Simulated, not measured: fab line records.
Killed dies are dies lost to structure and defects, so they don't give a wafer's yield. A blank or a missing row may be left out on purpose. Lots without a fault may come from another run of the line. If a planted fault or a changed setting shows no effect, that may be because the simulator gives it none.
Struck lot and sound lot, side by side ; flow rit cmos ; 18 out of 202 route steps
Sound: these wafers, L260.1, L260.3, L260.5. Struck: wafers L267.2, L267.3, L267.5. Last of all comes the cause.
For every step that has rows: the tool of each side, followed by ch and its chambers, followed by its first start. Under that, the readings that differ: sound wafers ; struck wafers ; difference of the means ; sigmas: that difference in standard deviations of wafers without a fault.
alike: same words and numbers on both sides, and readings whose means sit less than 2 such deviations apart. not compared: any withheld reading, any reading some wafer has no value for, any bound like >300 that may hide the same value, and any number with overlapping values for which the record gives no deviation.
Wherever a step has rows on one side only, a row that says differs or no value, or a row with sigmas, the two part there. When numbers do not overlap yet have no deviation, they are printed without sigmas and do not part them. A reading missing from all wafers of one side parts the sides only when that side holds two or more wafers.

first, 4 steps without rows for these wafers: RIT_NSD_SOFTBAKE_02 (time 60 s); RIT_NSD_EXPOSE_03 (exposes mask M9, target cd 40700 nm); RIT_NSD_PEB_04; RIT_NSD_DEVELOP_05 (develop time 50 s).
RIT_NSD_OVL_MEAS_06:
  struck on overlay-01, day 7 18:06; sound on overlay-01, day 5 13:25
  alike: NSD_OVL
then, 2 steps without rows for these wafers: RIT_NSD_HARDBAKE_07 (time 60 s); RIT_NSD_IMPLANT_08.
RIT_NSD_STRIP_09: strips in O2, time 180 s.
  sound on plasma asher-01 ch 0,1, day 5 13:46; struck on plasma asher-04 ch 0,1, day 7 18:39
  alike: drypump motor current A
  not compared: rf hours counter h
RIT_NSD_TW_MEAS_10:
  struck on film metro-01, day 7 18:50; sound on film metro-01, day 5 13:56
  alike: NSD_TW
then, 3 steps without rows for these wafers: RIT_PSD_HMDS_00 (prime time 60 s); RIT_PSD_COAT_01 (resist thk 1000 nm); RIT_PSD_SOFTBAKE_02 (time 60 s).
RIT_PSD_EXPOSE_03: exposes mask M10, target cd 40900 nm.
  sound on iline stepper-02 ch 0, day 5 14:26; struck on iline stepper-01 ch 0, day 8 02:34
reading;sound;struck;difference;sigmas
model.PSD.overlay x nm (nm);-0.297 -0.297 -0.297;130.5 130.5 130.5;+130.8;
  alike: mask, reticle temp C
then, 2 steps without rows for these wafers: RIT_PSD_PEB_04; RIT_PSD_DEVELOP_05 (develop time 50 s).
RIT_PSD_OVL_MEAS_06:
  struck on overlay-01, day 8 03:04; sound on overlay-01, day 5 14:52
reading;sound;struck;difference;sigmas
PSD_OVL (nm);0.2 -0.4 -0.4;129.7 130.7 130.0;+130.3;+93
then, 1 step without rows for these wafers: RIT_PSD_HARDBAKE_07 (time 60 s).
RIT_M1_PROBE_99:
  struck on prober-02, day 8 12:26; sound on prober-02, day 5 23:28
  alike: killed at contacts, killed at front end, killed dies, killed open, killed short
  not compared: model.etest.select edge diode p.leak log10 a

== WHERE THEY PART ==
Within this record, at RIT_PSD_OVL_MEAS_06 only. Later steps at which nothing parts them and some readings are alike: RIT_M1_PROBE_99.

WHY: what the simulator had put in
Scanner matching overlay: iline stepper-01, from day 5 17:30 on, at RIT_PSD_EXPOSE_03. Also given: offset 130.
